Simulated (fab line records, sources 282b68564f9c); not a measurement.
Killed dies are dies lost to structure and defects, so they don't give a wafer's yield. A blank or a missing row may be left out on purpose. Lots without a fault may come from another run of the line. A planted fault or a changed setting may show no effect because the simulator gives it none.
Problem report in the 8D (eight disciplines) form, filled by code | flow rit_cmos | the parts of the form that need people (team, actions taken, sign-off) are left out

1. THE PROBLEM
run_length_s at RIT_SDANNEAL_CLEAN_01 reads a mean of 182.4 s on 3 wafers of 1 lot; wafers without a fault read 58.1 s with a standard deviation of 2.7. That is +46 standard deviations from the usual mean.
The step: cleans in dHF, time 30 s.
First seen on wafer L348.1, day 7 04:13, on wet_bench-03. The record holds 15 wafers of 5 lots with a number at this step. Rule for "out", or "out of limits": more than 4 standard deviations from the usual mean. The other wafers with a number count as sound.

2. WHAT IT IS AND WHAT IT IS NOT
question                    | is                     | is not
which readings at this step | run_length_s           | -
which lots                  | L348                   | L335, L345, L349, L351
which wafers of those lots  | all that have a number | -
read on which tools         | wet_bench-03           | wet_bench-02
when                        | from day 7 04:13       | up to then (6 sound wafers); but 6 sound wafers of L349, L351 came after

3. SUSPECTS, AND WHAT RULES EACH OUT
Counting: a tool at a process step up to the reading stays a suspect if it ran every lot that is out and no sound lot after the first of them.
- plasma_asher-04 at RIT_PSD_STRIP_09 (strips in O2, time 180 s): ruled out as a lasting fault. Sound lots L351 ran on it after its first lot that is out, L348 (day 7 03:48).
- wet_bench-03 at RIT_SDANNEAL_CLEAN_01 (cleans in dHF, time 30 s): ruled out as a lasting fault. Sound lots L351 ran on it after its first lot that is out, L348 (day 7 04:13).
Left after counting: nothing in the record.

4. THE CAUSE (what the simulator had put in)
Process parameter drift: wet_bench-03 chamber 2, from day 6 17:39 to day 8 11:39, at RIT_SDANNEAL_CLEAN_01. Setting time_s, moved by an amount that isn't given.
Counting ruled it out, wrongly.

5. THE CHAIN OF EFFECTS, in route order
Each row: a reading whose mean over the struck wafers that have a number lies more than 3 standard deviations from the usual. Only readings for which the record gives a usual standard deviation are gone through. hours: the time from each lot's start at the first step in this table that gives one to its start at this step, as a median over the lots. sigmas: the change in usual standard deviations.
hours | step                  | reading      | usual  | on struck wafers | change | sigmas
0     | RIT_SDANNEAL_CLEAN_01 | run_length_s | 58.1 s | 182.4            | +124.3 | +46
The process steps in it:
- RIT_SDANNEAL_CLEAN_01: cleans in dHF, time 30 s.
Later measuring or inspecting steps at which every struck wafer that the step has a row for has a number for every such reading, and none has moved that far: RIT_SDANNEAL_RS_MEAS_04, RIT_SDANNEAL_RS_MEAS_05, RIT_SDANNEAL_RS_MEAS_06, RIT_SDANNEAL_RS_MEAS_07.

6. WHAT WOULD HAVE CAUGHT IT SOONER
In this record the first reading out of limits was taken at day 7 04:13, 11 hours after the fault began at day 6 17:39.
